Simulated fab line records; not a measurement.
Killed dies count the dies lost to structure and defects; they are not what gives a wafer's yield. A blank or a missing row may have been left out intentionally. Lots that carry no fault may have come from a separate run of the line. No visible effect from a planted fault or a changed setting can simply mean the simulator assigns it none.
fab line records | flow rit_cmos
record: lots: 5 | wafers: 15 | last_day: 7
route steps=202 shown ACTIVE@2 M1@202
lots that met no fault: from a run of the same line without faults
start_h: hours from the record's opening day to when the first of the lot's shown wafers began | wait_h: hours from the lot's prior step to this one | " as in the row above | L1.1+2: a single row standing in for several wafers | - no value present, or no start provided | * or withheld: withheld | < > ~ a bound
route shown NAME@n: a module of which the file shows steps, and the number in the route of the first | usual: mean and standard deviation over wafers with no fault | same: alike in all rows | chamber/n: place in a boat | sites: readings site by site | _std_site: standard deviation of those values | _edge_site: outer sites' mean less inner sites' | radius_mm: how far each site lies from the wafer's centre | mask NAME#n: copy n | behind: the last tool/chamber to shape the wafer | hold: cause of the lot's hold/its duration in hours/its outcome | device: the n, p or np transistor that did not switch | end of line: at the end of the route, the tests of the same wafers | for a step that has no rows: nothing shown but its recipe | killed: at the first sort, the dies lost to defects and structure; wafer yield is something else | map: dies across one wafer; x = killed, . = not, _ = none there
set.NAME: the setting the step ran with; set.NAME@STEP: the setting that earlier step ran with | model.NAME: the simulator's own value behind a step, which no gauge read
lots at selected steps of the route; one table per step, one row per wafer
services: from which hour (start_h, from the record's first day; less than 0 if before it) a tool's chamber was out of use, for how many hours, and why
== steps ==
step: RIT_ACTIVE_OXIDATION_01
recipe: temp_c: 1007 | ambient: O2 | target_thk_a: 468 | ox_time_s: 3360
step: RIT_ACTIVE_THK_MEAS_02
recipe: reads: SiO2_of_ACTIVE_OXIDATION_01
usual: ACTIVE_OXIDE_THK: 50.1/0.85
lot.wafer | tool          | chamber | start_h | wait_h | ACTIVE_OXIDE_THK[nm]
L313.3    | film_metro-03 | -       | 22.18   | 0.0    | 51.2
L313.5    | "             | -       | "       | "      | 50.1
L313.6    | "             | -       | "       | "      | 50.1
L315.2    | film_metro-01 | -       | 32.80   | 0.0    | 51.2
L315.3    | "             | -       | "       | "      | 51.6
L315.4    | "             | -       | "       | "      | 50.5
L320.2    | film_metro-01 | -       | 57.35   | 0.0    | 51.3
L320.5    | "             | -       | "       | "      | 50.6
L320.6    | "             | -       | "       | "      | 51.7
L325.2    | film_metro-01 | -       | 82.06   | 0.0    | 49.9
L325.3    | "             | -       | "       | "      | 49.7
L325.4    | "             | -       | "       | "      | 48.7
L332.1    | film_metro-01 | -       | 117.05  | 0.0    | 50.6
L332.3    | "             | -       | "       | "      | 49.1
L332.4    | "             | -       | "       | "      | 50.6
step: RIT_ACTIVE_CVD_03
recipe: material: Si3N4 | target_thk_nm: 150 | temp_c: 810 | precursor: SiH2Cl2/NH3 | time_s: 1500 | pressure_mtorr: 300 | sih2cl2_flow_sccm: 60 | nh3_flow_sccm: 150
step: RIT_ACTIVE_THK_MEAS_04
recipe: reads: Si3N4_of_ACTIVE_CVD_03
usual: ACTIVE_NITRIDE_THK: 149.9/1.5
lot.wafer | tool          | chamber | start_h | wait_h | ACTIVE_NITRIDE_THK[nm]
L313.3    | film_metro-01 | -       | 23.66   | 0.0    | 153.3
L313.5    | "             | -       | "       | "      | 152.7
L313.6    | "             | -       | "       | "      | 153.8
L315.2    | film_metro-01 | -       | 34.28   | 0.0    | 151.1
L315.3    | "             | -       | "       | "      | 151.7
L315.4    | "             | -       | "       | "      | 151.1
L320.2    | film_metro-03 | -       | 60.43   | 0.0    | 148.1
L320.5    | "             | -       | "       | "      | 149.0
L320.6    | "             | -       | "       | "      | 148.4
L325.2    | film_metro-03 | -       | 84.25   | 0.0    | 148.2
L325.3    | "             | -       | "       | "      | 148.7
L325.4    | "             | -       | "       | "      | 148.3
L332.1    | film_metro-04 | -       | 118.53  | 0.0    | 151.5
L332.3    | "             | -       | "       | "      | 150.9
L332.4    | "             | -       | "       | "      | 150.6
step: RIT_ACTIVE_HMDS_05
recipe: prime_time_s: 58.85 | prime_temp_c: 140
step: RIT_ACTIVE_COAT_06
recipe: resist: NOVOLAK | spin_rpm: 3250 | resist_thk_nm: 1000
step: RIT_ACTIVE_SOFTBAKE_07
recipe: resist: NOVOLAK | temp_c: 90 | time_s: 60
step: RIT_ACTIVE_EXPOSE_08
recipe: mask_id: M1 | na: 0.6 | source_shape: conventional | sigma_outer: 0.6 | target_cd_nm: 1400 | dose_mj: 225
step: RIT_ACTIVE_PEB_09
recipe: resist: NOVOLAK | temp_c: withheld | time_s: withheld
step: RIT_ACTIVE_DEVELOP_10
recipe: resist: NOVOLAK | develop_time_s: 50 | dev_temp_c: 23
step: RIT_ACTIVE_CD_MEAS_11
recipe: target_cd_nm: 1400
usual: cd_nm: 1399.8/2.5
lot.wafer | tool      | chamber | start_h | wait_h | cd_nm
L313.3    | cd_sem-01 | -       | 24.71   | -      | 1400.0
L313.5    | "         | -       | "       | "      | 1401.2
L313.6    | "         | -       | "       | "      | 1400.0
L315.2    | cd_sem-01 | -       | 35.38   | -      | 1393.9
L315.3    | "         | -       | "       | "      | 1394.0
L315.4    | "         | -       | "       | "      | 1396.1
L320.2    | cd_sem-02 | -       | 61.41   | -      | 1400.7
L320.5    | "         | -       | "       | "      | 1400.5
L320.6    | "         | -       | "       | "      | 1399.5
L325.2    | cd_sem-02 | -       | 85.19   | -      | 1398.4
L325.3    | "         | -       | "       | "      | 1396.6
L325.4    | "         | -       | "       | "      | 1399.4
L332.1    | cd_sem-02 | -       | 119.56  | -      | 1400.5
L332.3    | "         | -       | "       | "      | 1401.3
L332.4    | "         | -       | "       | "      | 1400.2
step: RIT_ACTIVE_HARDBAKE_12
recipe: resist: NOVOLAK | temp_c: 140 | time_s: 60
step: RIT_ACTIVE_ETCH_13
recipe: stop_on: SiO2 | chemistry: SF6 | target: Si3N4 | time_s: 210 | over_etch_frac: 0.4 | SF6_flow_sccm: 200 | pressure_mtorr: 260 | rf_w: 125 | target_depth_a: 2100
usual: chamber_pressure_mTorr: 260.01/0.24 | drypump_motor_current_A: 5.7/0.3 | oes_product_au: 0.816/0.012 | rf_fwd_power_W: 124.7/0.35 | throttle_valve_pct: 7.46/0.15
same: over_etch_frac: 0.4
lot.wafer | tool        | chamber | start_h | wait_h | chamber_pressure_mTorr | drypump_motor_current_A | oes_product_au | rf_fwd_power_W | rf_hours_counter_h | throttle_valve_pct | model.NOVOLAK_of_ACTIVE_COAT_06.thk_nm
L313.3    | rie_diel-04 | 1       | 24.94   | 0.1    | 259.77                 | 5.6                     | 0.820          | 124.7          | 77                 | 7.25               | 647.3
L313.5    | "           | 3       | "       | "      | 260.40                 | 6.5                     | 0.822          | 124.2          | -                  | 7.52               | 659.9
L313.6    | "           | 2       | "       | "      | 259.94                 | 6.4                     | 0.820          | 124.7          | -                  | 7.55               | 647.7
L315.2    | rie_diel-03 | 3       | 35.63   | 0.1    | 260.01                 | 6.0                     | 0.829          | 124.9          | 2                  | 7.32               | 657.9
L315.3    | "           | 0       | "       | "      | 259.73                 | 6.0                     | 0.827          | 124.8          | 16                 | 7.49               | 655.1
L315.4    | "           | 1       | "       | "      | 260.19                 | 5.3                     | 0.816          | 123.9          | 157                | 7.33               | 648.4
L320.2    | rie_diel-03 | 3       | 61.66   | 0.1    | 129.93                 | 6.0                     | 0.826          | 125.1          | 3                  | 7.30               | 673.5
L320.5    | "           | 1       | "       | "      | 260.14                 | 5.2                     | 0.806          | 124.3          | -                  | 7.33               | 645.2
L320.6    | "           | 0       | "       | "      | 260.05                 | 6.0                     | 0.812          | 124.5          | -                  | 7.49               | 663.7
L325.2    | rie_diel-04 | 0       | 85.44   | 0.1    | 259.98                 | 5.3                     | 0.782          | 125.3          | 112                | 7.45               | 657.2
L325.3    | "           | 3       | "       | "      | 259.87                 | 6.5                     | 0.806          | 125.0          | 5                  | 7.52               | 664.1
L325.4    | "           | 2       | "       | "      | 260.04                 | 6.3                     | 0.813          | 124.6          | 7                  | 7.54               | 651
L332.1    | rie_diel-01 | 1       | 119.83  | 0.1    | 259.79                 | 5.5                     | 0.802          | 125.1          | 47                 | 7.62               | 649.7
L332.3    | "           | 2       | "       | "      | 259.71                 | 5.6                     | 0.820          | 124.9          | 38                 | 7.29               | 670.4
L332.4    | "           | 3       | "       | "      | 260.05                 | 5.6                     | 0.831          | 125.0          | 33                 | 7.71               | 659.5
step: RIT_ACTIVE_STRIP_14
recipe: chemistry: O2 | time_s: 180 | resist: NOVOLAK | platen_temp_c: withheld | power_w: 500 | pressure_mtorr: 4000 | o2_flow_sccm: 4000
usual: drypump_motor_current_A: 5.7/0.44 | rf_refl_power_W: 6.3/1.2
lot.wafer | tool            | chamber | start_h | wait_h | drypump_motor_current_A | rf_hours_counter_h | rf_refl_power_W
L313.3    | plasma_asher-02 | 1       | 25.13   | 0.1    | 5.5                     | -                  | 5.6
L313.5    | "               | 0       | "       | "      | 6.4                     | -                  | 7.2
L313.6    | "               | 1       | "       | "      | 5.5                     | -                  | 5.5
L315.2    | plasma_asher-04 | 1       | 35.76   | 0.1    | 5.8                     | 24                 | 5.9
L315.3    | "               | 1       | "       | "      | 5.7                     | -                  | 5.9
L315.4    | "               | 0       | "       | "      | 5.3                     | -                  | 4.9
L320.2    | plasma_asher-02 | 0       | 61.79   | 0.1    | 6.4                     | 41                 | 7.0
L320.5    | "               | 0       | "       | "      | 6.4                     | -                  | 7.1
L320.6    | "               | 1       | "       | "      | 5.4                     | -                  | 5.6
L325.2    | plasma_asher-02 | 1       | 85.58   | 0.1    | 5.4                     | 43                 | 5.6
L325.3    | "               | 0       | "       | "      | 6.4                     | -                  | 6.7
L325.4    | "               | 1       | "       | "      | 5.5                     | -                  | 5.7
L332.1    | plasma_asher-02 | 1       | 119.97  | 0.1    | 5.4                     | 47                 | 5.7
L332.3    | "               | 0       | "       | "      | 6.4                     | -                  | 6.7
L332.4    | "               | 1       | "       | "      | 5.5                     | -                  | 5.8
step: RIT_M1_PROBE_99
usual: killed_at_contacts: 0.1/0.34 | killed_at_front_end: 6.6/2.7 | killed_dies: 6.7/2.7 | killed_on_rim: 1.8/1.3 | killed_open: 3.5/1.9 | killed_short: 3.1/1.8
same: gross_dies: 264 | killed_at_M0_to_M3: 0 | killed_at_M4_up: 0 | killed_at_back_side: 0 | killed_at_other: 0
lot.wafer | tool      | chamber | start_h | wait_h | killed_at_contacts | killed_at_front_end | killed_dies | killed_on_rim | killed_open | killed_short
L313.3    | prober-01 | -       | 70.62   | 0.2    | 1                  | 4                   | 5           | 1             | 3           | 2
L313.5    | prober-01 | -       | 70.72   | 0.2    | 0                  | 1                   | 1           | 0             | 0           | 1
L313.6    | prober-01 | -       | 70.77   | 0.2    | 0                  | 11                  | 11          | 4             | 6           | 5
L315.2    | prober-01 | -       | 79.37   | 0.1    | 0                  | 7                   | 7           | 0             | 4           | 3
L315.3    | prober-01 | -       | 79.42   | 0.2    | 0                  | 7                   | 7           | 2             | 3           | 4
L315.4    | prober-01 | -       | 79.47   | 0.2    | 0                  | 7                   | 7           | 1             | 4           | 3
L320.2    | prober-02 | -       | 107.01  | 0.1    | 0                  | 9                   | 9           | 1             | 4           | 5
L320.5    | prober-02 | -       | 107.16  | 0.2    | 0                  | 8                   | 8           | 4             | 4           | 4
L320.6    | prober-02 | -       | 107.21  | 0.2    | 0                  | 7                   | 7           | 1             | 5           | 2
L325.2    | prober-02 | -       | 135.79  | 0.1    | 0                  | 4                   | 4           | 0             | 2           | 2
L325.3    | prober-02 | -       | 135.84  | 0.2    | 0                  | 3                   | 3           | 1             | 2           | 1
L325.4    | prober-02 | -       | 135.89  | 0.2    | 0                  | 6                   | 6           | 3             | 6           | 0
L332.1    | prober-02 | -       | 168.20  | 0.1    | 0                  | 8                   | 8           | 2             | 4           | 4
L332.3    | prober-02 | -       | 168.30  | 0.2    | 0                  | 7                   | 7           | 2             | 5           | 2
L332.4    | prober-02 | -       | 168.35  | 0.2    | 0                  | 3                   | 3           | 0             | 2           | 1
killed by level:class
L313.3 REOX:geometric_particle:open=2 GATE:geometric_particle:open=1 SILICIDE:geometric_particle:short=1 CONTACT:geometric_particle:short=1
L313.5 GATE:geometric_particle:short=1
L313.6 SPACER:geometric_particle:open=3 SILICIDE:geometric_particle:short=2 FOX1:geometric_particle:short=1 GATE:geometric_particle:short=1 GATE:geometric_particle:open=1 REOX:geometric_particle:short=1 REOX:geometric_particle:open=1 SILICIDE:geometric_particle:open=1
L315.2 FOX1:geometric_particle:open=2 FOX1:geometric_particle:short=1 GATE:geometric_particle:short=1 GATE:geometric_particle:open=1 REOX:geometric_particle:short=1 SPACER:geometric_particle:open=1
L315.3 SILICIDE:geometric_particle:short=2 GATE:geometric_particle:open=1 REOX:geometric_particle:open=1 REOX:geometric_particle:short=1 SPACER:geometric_particle:short=1 SILICIDE:geometric_particle:open=1
L315.4 FOX1:geometric_particle:open=2 FOX1:geometric_particle:short=1 GATE:geometric_particle:open=1 SPACER:geometric_particle:short=1 SILICIDE:geometric_particle:open=1 SILICIDE:geometric_particle:short=1
L320.2 FOX2:geometric_particle:short=2 GATE:geometric_particle:open=2 REOX:geometric_particle:short=2 SPACER:geometric_particle:open=2 SPACER:geometric_particle:short=1
L320.5 GATE:geometric_particle:short=2 FOX1:geometric_particle:short=1 FOX1:geometric_particle:open=1 GATE:geometric_particle:open=1 SPACER:geometric_particle:short=1 SPACER:geometric_particle:open=1 SILICIDE:geometric_particle:open=1
L320.6 FOX1:geometric_particle:open=2 FOX2:geometric_particle:open=1 GATE:geometric_particle:short=1 REOX:geometric_particle:open=1 REOX:geometric_particle:short=1 SPACER:geometric_particle:open=1
L325.2 GATE:geometric_particle:open=1 GATE:geometric_particle:short=1 REOX:geometric_particle:open=1 SPACER:geometric_particle:short=1
L325.3 FOX2:geometric_particle:short=1 SPACER:geometric_particle:open=1 SILICIDE:geometric_particle:open=1
L325.4 GATE:geometric_particle:open=2 SILICIDE:geometric_particle:open=2 FOX2:geometric_particle:open=1 SPACER:geometric_particle:open=1
L332.1 GATE:geometric_particle:open=4 GATE:geometric_particle:short=3 FOX2:geometric_particle:short=1
L332.3 FOX2:geometric_particle:open=2 GATE:geometric_particle:open=2 REOX:geometric_particle:short=2 SPACER:geometric_particle:open=1
L332.4 GATE:geometric_particle:open=1 REOX:geometric_particle:open=1 REOX:geometric_particle:short=1
== services ==
tool            | chamber | start_h | hours | kind
plasma_asher-04 | -       | 5.95    | 1.3   | repair
rie_diel-04     | 0       | 7.54    | 9.5   | repair
rie_diel-04     | 0       | 25.28   | 4.8   | repair
rie_diel-01     | 0       | 41.83   | -     | clean
rie_diel-01     | 0       | 41.83   | 14.3  | scheduled_down
rie_diel-01     | 0       | 41.83   | 14.3  | vent_cycle
rie_diel-03     | 0       | 71.75   | 2.1   | repair
rie_diel-01     | 0       | 75.81   | 3.4   | repair
rie_diel-03     | -       | 82.90   | 2.8   | pm
rie_diel-04     | 2       | 85.69   | 40.9  | repair
rie_diel-04     | 1       | 93.01   | 11.3  | repair
rie_diel-03     | 1       | 103.93  | -     | clean
rie_diel-03     | 1       | 103.93  | 17.7  | scheduled_down
rie_diel-03     | 1       | 103.93  | 17.7  | vent_cycle
== key ==
first_sign: step: RIT_ACTIVE_ETCH_13 | reading: chamber_pressure_mTorr | direction: down | sigmas: 99+ | usual: 260.01 | struck: 129.93
effect none on later readings
model_effect: step: RIT_ACTIVE_ETCH_13 | value: NOVOLAK_of_ACTIVE_COAT_06.thk_nm | without: 662.1 | struck: 673.5
met_at RIT_ACTIVE_ETCH_13
struck_wafers L320.2
tester_left_out L320
onset_between 35.63 61.66
fault: kind: process_parameter_drift | tool: rie_diel-03 | chamber: 3 | onset_h: 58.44 | steps: RIT_ACTIVE_ETCH_13 | channel: pressure_mtorr | offset: -130 | shape: step | end_h: 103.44 | acts_in: these_recipes_only | stated: 260
tester_left_out: of these lots the tester's yield and bins aren't shown, on N5 and GAA mostly nor the transistor test; their killed dies are dies lost to structure and defects alone, not to doping, threshold or leakage, so they don't give the yield
